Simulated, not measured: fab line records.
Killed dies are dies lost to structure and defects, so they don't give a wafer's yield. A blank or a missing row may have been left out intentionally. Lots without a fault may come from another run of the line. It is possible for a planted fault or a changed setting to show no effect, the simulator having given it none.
fab line records ; flow berkeley_cmos170
[record] lots = 6; wafers = 18; last_day = 12
route steps=331 shown NLDD@159 SPACER@171 PSD@175
lots with no fault: from the same line, run without faults
start_h: hours from the record's first day to the start of the lot's first wafer shown ; wait_h: time in hours since the lot's previous step ; " same as the row above ; L1.1+2: several wafers, shown together as one row ; - no value present, or no start provided ; * or withheld: withheld ; < > ~ a bound
route shown NAME@n: a module of which the file shows steps, and the number in the route of the first ; usual: the fault-free wafers' mean and standard deviation ; same: alike in all rows ; chamber/n: place in a boat ; sites: the reading at each site ; _std_site: how widely they spread, as a standard deviation ; _edge_site: inner sites' mean taken away from outer sites' mean ; radius_mm: for every site, how far away it sits from the centre of the wafer ; mask NAME#n: copy n ; behind: the last tool/chamber to shape the wafer ; hold: the reason the lot was held/the length of the hold in hours/how it ended ; device: transistor that didn't switch, given as n, p or np ; end of line: tests run on the same wafers once the route is complete ; a step without rows: its recipe alone ; killed: not the wafer's yield, but the dies lost to structure and defects at the first sort ; map: shows each die of a wafer: x if killed, . if not, _ if none is there
set.NAME: the setting as run; set.NAME@STEP: as run at that earlier step ; model.NAME: the simulator's own value behind a step, which no gauge read
lots at selected steps of the route; one table per step, one row per wafer
services: the hour from which a tool's chamber was out of use, counted from the record's first day as start_h (under 0 if before that day), plus the number of hours and why
[[steps]]
[step UCB170_NLDD_COAT_01]
[recipe] resist = KrF; spin_rpm = 1500; resist_thk_nm = 900
[step UCB170_NLDD_SOFTBAKE_02]
[recipe] resist = KrF; temp_c = 130; time_s = 60
[step UCB170_NLDD_EXPOSE_03]
[recipe] mask_id = NSELECT; na = 0.5; sigma_outer = 0.6; source_shape = conventional; target_cd_nm = 1200; dose_mj = 30
[step UCB170_NLDD_PEB_04]
[recipe] peb_temp_c = 130; peb_time_s = withheld; resist = KrF
[step UCB170_NLDD_DEVELOP_05]
[recipe] developer = TMAH; develop_time_s = 45; resist = KrF; dev_temp_c = 21
[step UCB170_NLDD_CD_MEAS_06]
[recipe] target_cd_nm = 1200
[usual] cd_nm = 1199.5/1.5
lot.wafer;tool;chamber;start_h;wait_h;cd_nm
L306.3;cd_sem-02;-;167.77;-;1201.2
L306.4;cd_sem-02;-;167.77;-;1201.4
L306.6;cd_sem-02;-;167.77;-;1200.9
L309.1;cd_sem-02;-;176.29;-;1197.8
L309.5;cd_sem-02;-;176.29;-;1197.7
L309.6;cd_sem-02;-;176.29;-;1197.8
L311.1;cd_sem-02;-;201.27;-;1201.1
L311.2;cd_sem-02;-;201.27;-;1200.9
L311.6;cd_sem-02;-;201.27;-;1200.3
L314.2;cd_sem-02;-;211.31;-;1198.1
L314.3;cd_sem-02;-;211.31;-;1197.6
L314.4;cd_sem-02;-;211.31;-;1199.4
L319.2;cd_sem-01;-;242.62;-;1201.5
L319.3;cd_sem-01;-;242.62;-;1200.4
L319.4;cd_sem-01;-;242.62;-;1202.2
L320.1;cd_sem-01;-;242.88;-;1198.3
L320.3;cd_sem-01;-;242.88;-;1197.2
L320.6;cd_sem-01;-;242.88;-;1197.8
[step UCB170_NLDD_OVL_MEAS_07]
[usual] NLDD_OVL = 1/5.4
lot.wafer;tool;chamber;start_h;wait_h;NLDD_OVL[nm]
L306.3;overlay-01;-;167.86;0.1;6
L306.4;overlay-01;-;167.86;0.1;8
L306.6;overlay-01;-;167.86;0.1;2
L309.1;overlay-02;-;176.41;0.1;-8
L309.5;overlay-02;-;176.41;0.1;7
L309.6;overlay-02;-;176.41;0.1;-1
L311.1;overlay-01;-;201.39;0.1;4
L311.2;overlay-01;-;201.39;0.1;-6
L311.6;overlay-01;-;201.39;0.1;6
L314.2;overlay-02;-;211.42;0.1;9
L314.3;overlay-02;-;211.42;0.1;5
L314.4;overlay-02;-;211.42;0.1;14
L319.2;overlay-02;-;242.73;0.1;-6
L319.3;overlay-02;-;242.73;0.1;-5
L319.4;overlay-02;-;242.73;0.1;-6
L320.1;overlay-01;-;243.00;0.1;-6
L320.3;overlay-01;-;243.00;0.1;-11
L320.6;overlay-01;-;243.00;0.1;-4
[step UCB170_NLDD_IMPLANT_08]
[recipe] species = As; dose_cm2 = 5e+13; energy_kev = 30; tilt_deg = 7; rotation_deg = 0
[step UCB170_NLDD_IMPLANT_09]
[recipe] species = As; dose_cm2 = 5e+13; energy_kev = 30; tilt_deg = 7.131; rotation_deg = 180
[step UCB170_NLDD_STRIP_10]
[recipe] chemistry = O2; power_w = 400; pressure_mtorr = 3500; platen_temp_c = withheld; o2_flow_sccm = 400; overash_fraction = 0.5
[usual] drypump_motor_current_A = 5.55/0.28; oes_product_au = 0.734/0.0047; strip_time_to_endpoint_s = 21.61/0.065
lot.wafer;tool;chamber;start_h;wait_h;drypump_motor_current_A;oes_product_au;rf_hours_counter_h;strip_time_to_endpoint_s
L306.3;plasma_asher-03;0;168.21;0.1;5.25;0.744;-;21.65
L306.4;plasma_asher-03;1;168.21;0.1;5.59;0.737;-;21.59
L306.6;plasma_asher-03;1;168.21;0.1;5.60;0.729;-;21.60
L309.1;plasma_asher-04;1;176.75;0.1;6.01;0.734;43;21.68
L309.5;plasma_asher-04;1;176.75;0.1;6.00;0.737;-;21.71
L309.6;plasma_asher-04;0;176.75;0.1;5.45;0.733;-;21.74
L311.1;plasma_asher-03;0;201.73;0.1;5.19;0.738;9;21.56
L311.2;plasma_asher-03;1;201.73;0.1;5.57;0.733;9;21.62
L311.6;plasma_asher-03;1;201.73;0.1;5.62;0.737;-;21.66
L314.2;plasma_asher-04;0;211.75;0.1;5.45;0.738;46;21.66
L314.3;plasma_asher-04;1;211.75;0.1;5.97;0.734;-;21.71
L314.4;plasma_asher-04;0;211.75;0.1;5.46;0.737;-;21.63
L319.2;plasma_asher-03;1;243.06;0.1;5.56;0.728;13;21.61
L319.3;plasma_asher-03;0;243.06;0.1;5.21;0.742;-;21.64
L319.4;plasma_asher-03;1;243.06;0.1;5.59;0.725;-;21.60
L320.1;plasma_asher-02;0;243.33;0.1;5.86;0.737;55;21.56
L320.3;plasma_asher-02;0;243.33;0.1;5.83;0.739;-;21.55
L320.6;plasma_asher-02;0;243.33;0.1;5.85;0.736;-;21.60
[step UCB170_NLDD_TW_MEAS_11]
[usual] NLDD_TW = 2201/21
lot.wafer;tool;chamber;start_h;wait_h;NLDD_TW
L306.3;film_metro-01;-;168.30;0.1;2189
L306.4;film_metro-01;-;168.30;0.1;2180
L306.6;film_metro-01;-;168.30;0.1;2189
L309.1;film_metro-02;-;176.85;0.1;2207
L309.5;film_metro-02;-;176.85;0.1;2199
L309.6;film_metro-02;-;176.85;0.1;2204
L311.1;film_metro-02;-;201.83;0.1;2207
L311.2;film_metro-02;-;201.83;0.1;2213
L311.6;film_metro-02;-;201.83;0.1;2188
L314.2;film_metro-01;-;211.86;0.1;2154
L314.3;film_metro-01;-;211.86;0.1;2154
L314.4;film_metro-01;-;211.86;0.1;2169
L319.2;film_metro-04;-;243.17;0.1;2231
L319.3;film_metro-04;-;243.17;0.1;2223
L319.4;film_metro-04;-;243.17;0.1;2218
L320.1;film_metro-02;-;243.43;0.1;2202
L320.3;film_metro-02;-;243.43;0.1;2195
L320.6;film_metro-02;-;243.43;0.1;2191
[step UCB170_NLDD_CLEAN_12]
[recipe] chemistry = SPM; temp_c = 120; time_s = 600
[step UCB170_SPACER_CVD_00]
[recipe] material = SiO2; target_thk_nm = 376; temp_c = 390; precursor = TEOS/O2; time_s = 47; rf_w = 550; pressure_mtorr = 9000
[usual] heater_power_w = 310/63; run_length_s = 75.0/0.54
lot.wafer;tool;chamber;start_h;wait_h;heater_power_w;run_length_s;model.SiO2_of_SPACER_CVD_00.thk_nm
L306.3;pecvd-03;1;168.53;0.0;384;75.1;374.9
L306.4;pecvd-03;1;168.53;0.0;399;74.8;379.1
L306.6;pecvd-03;0;168.53;0.0;388;74.9;382.2
L309.1;pecvd-01;2;177.08;0.0;261;75.5;385
L309.5;pecvd-01;1;177.08;0.0;209;74.7;379.2
L309.6;pecvd-01;0;177.08;0.0;225;75.1;377.4
L311.1;pecvd-04;2;202.06;0.0;299;75.6;369.1
L311.2;pecvd-04;1;202.06;0.0;256;74.7;370.5
L311.6;pecvd-04;0;202.06;0.0;202;75.3;376
L314.2;pecvd-03;2;212.61;0.0;289;74.2;373.2
L314.3;pecvd-03;0;212.61;0.0;387;75.5;373.7
L314.4;pecvd-03;1;212.61;0.0;402;74.8;377.9
L319.2;pecvd-03;1;243.47;0.0;331;80.4;415
L319.3;pecvd-03;2;243.47;0.0;319;79.3;418.2
L319.4;pecvd-03;2;243.47;0.0;321;79.2;422.2
L320.1;pecvd-03;1;243.67;0.0;331;79.9;413.4
L320.3;pecvd-03;0;243.67;0.0;426;80.1;411.8
L320.6;pecvd-03;1;243.67;0.0;358;80.3;423.1
[step UCB170_SPACER_THK_MEAS_01]
[recipe] reads = SiO2_of_SPACER_CVD_00
[usual] SPACER_TEOS_THK = 375/5.1
lot.wafer;tool;chamber;start_h;wait_h;SPACER_TEOS_THK[nm]
L306.3;film_metro-04;-;168.60;0.0;375
L306.4;film_metro-04;-;168.60;0.0;379
L306.6;film_metro-04;-;168.60;0.0;382
L309.1;film_metro-03;-;177.13;0.0;385
L309.5;film_metro-03;-;177.13;0.0;379
L309.6;film_metro-03;-;177.13;0.0;378
L311.1;film_metro-04;-;202.11;0.0;369
L311.2;film_metro-04;-;202.11;0.0;371
L311.6;film_metro-04;-;202.11;0.0;375
L314.2;film_metro-03;-;212.66;0.0;373
L314.3;film_metro-03;-;212.66;0.0;374
L314.4;film_metro-03;-;212.66;0.0;378
L319.2;film_metro-03;-;243.55;0.1;415
L319.3;film_metro-03;-;243.55;0.1;418
L319.4;film_metro-03;-;243.55;0.1;422
L320.1;film_metro-03;-;243.74;0.1;413
L320.3;film_metro-03;-;243.74;0.1;412
L320.6;film_metro-03;-;243.74;0.1;423
[step UCB170_SPACER_ANNEAL_02]
[recipe] temp_c = 900; time_s = 1800; ambient = N2
[step UCB170_SPACER_ETCHBACK_03]
[recipe] stop_on = Si; target = SiO2; chemistry = CHF3/CF4/Ar; CHF3_flow_sccm = 50; cf4_flow_sccm = 10; Ar_flow_sccm = 120; pressure_mtorr = 200; rf_w = 500; target_depth_a = 3760; time_s = 100
[usual] drypump_motor_current_A = 5.6/0.38; oes_product_au = 0.899/0.016; throttle_valve_pct = 6.47/0.1
lot.wafer;tool;chamber;start_h;wait_h;drypump_motor_current_A;oes_product_au;rf_hours_counter_h;throttle_valve_pct;model.etch.depth_nm
L306.3;rie_diel-03;1;175.00;0.0;6.3;0.897;-;6.53;374.9
L306.4;rie_diel-03;0;175.00;0.0;5.2;0.903;-;6.30;379.1
L306.6;rie_diel-03;1;175.00;0.0;6.3;0.923;-;6.56;382.2
L309.1;rie_diel-02;2;183.66;0.0;5.8;0.896;94;6.58;385
L309.5;rie_diel-02;3;183.66;0.0;4.9;0.926;-;6.46;379.2
L309.6;rie_diel-02;2;183.66;0.0;5.8;0.904;-;6.58;377.4
L311.1;rie_diel-02;0;208.85;0.0;5.6;0.887;121;6.56;369.1
L311.2;rie_diel-02;2;208.85;0.0;5.8;0.872;94;6.59;370.5
L311.6;rie_diel-02;3;208.85;0.0;4.9;0.906;-;6.47;376
L314.2;rie_diel-03;2;219.68;0.0;5.8;0.894;1;6.57;373.2
L314.3;rie_diel-03;0;219.68;0.0;5.2;0.888;10;6.26;373.7
L314.4;rie_diel-03;3;219.68;0.0;5.5;0.886;0;6.39;377.9
L319.2;rie_diel-04;1;249.20;0.0;5.6;0.959;112;6.43;415
L319.3;rie_diel-04;2;249.20;0.0;5.8;0.985;5;6.51;414.1
L319.4;rie_diel-04;0;249.20;0.0;6.1;0.980;17;6.33;422.2
L320.1;rie_diel-03;0;249.20;0.0;5.2;0.948;11;6.28;412.3
L320.3;rie_diel-03;2;249.20;0.0;5.8;0.970;3;6.56;411.8
L320.6;rie_diel-03;0;249.20;0.0;5.2;0.937;-;6.28;409.9
[step UCB170_PSD_HMDS_00]
[recipe] prime_time_s = 60; prime_temp_c = 100
[[services]]
tool;chamber;start_h;hours;kind
plasma_asher-03;-;148.96;0.4;repair
rie_diel-03;-;152.39;1.2;repair
pecvd-03;-;163.78;0.5;repair
rie_diel-03;2;166.31;-;clean
rie_diel-03;2;166.31;28.7;scheduled_down
rie_diel-03;2;166.31;28.7;vent_cycle
rie_diel-03;3;172.67;4.9;repair
rie_diel-02;-;175.94;0.7;repair
rie_diel-04;0;179.32;10.0;repair
rie_diel-03;3;195.04;-;clean
rie_diel-03;3;195.04;19.4;scheduled_down
rie_diel-03;3;195.04;19.4;vent_cycle
rie_diel-04;2;199.01;1.7;repair
rie_diel-04;2;203.03;2.4;repair
pecvd-01;0;209.75;3.3;repair
rie_diel-02;-;211.60;2.8;pm
rie_diel-04;0;214.54;6.8;repair
rie_diel-02;0;224.07;87.1;repair
pecvd-04;-;224.98;0.6;repair
pecvd-04;-;232.70;14.6;pm
pecvd-01;-;242.50;14.0;pm
pecvd-01;0;242.50;14.0;vent_cycle
pecvd-01;1;242.50;14.0;vent_cycle
pecvd-01;2;242.50;14.0;vent_cycle
[[key]]
[first_sign] step = UCB170_SPACER_CVD_00; reading = run_length_s; direction = up; sigmas = 9.2; usual = *; struck = *
[effect] step = UCB170_SPACER_THK_MEAS_01; reading = SPACER_TEOS_THK; direction = up; sigmas = 8.2; usual = 375; struck = 417
[effect] step = UCB170_SPACER_ETCHBACK_03; reading = oes_product_au; direction = up; sigmas = 4; usual = 0.899; struck = 0.963
[model_effect] step = UCB170_SPACER_CVD_00; value = SiO2_of_SPACER_CVD_00.thk_nm; without = 375.2; struck = 417.2
[model_effect] step = UCB170_SPACER_ETCHBACK_03; value = etch.depth_nm; without = 375.2; struck = 414.2
met_at UCB170_SPACER_CVD_00
struck_wafers L319.2,L319.3,L319.4,L320.1,L320.3,L320.6
later_rows_left_out L319.3,L320.6
sort_left_out L319.2,L319.3,L319.4,L320.1,L320.3,L320.6
tester_left_out L319,L320
onset_between 212.61 243.47
[fault] kind = process_parameter_drift; tool = pecvd-03; chamber = -; onset_h = 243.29; steps = UCB170_SPACER_CVD_00; channel = time_s; offset = *; shape = step; end_h = 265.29; acts_in = *; stated = *
// tester_left_out: of these lots the tester's yield and bins aren't shown, on N5 and GAA mostly nor the transistor test; their killed dies are dies lost to structure and defects alone, not to doping, threshold or leakage, so they don't give the yield
// sort_left_out: the simulated sort isn't trusted on such a fault, so these wafers' sort isn't shown, and their yield isn't known
// later_rows_left_out: the simulator's readings of these wafers behind a module that went badly wrong aren't trusted and aren't shown, but for the sort
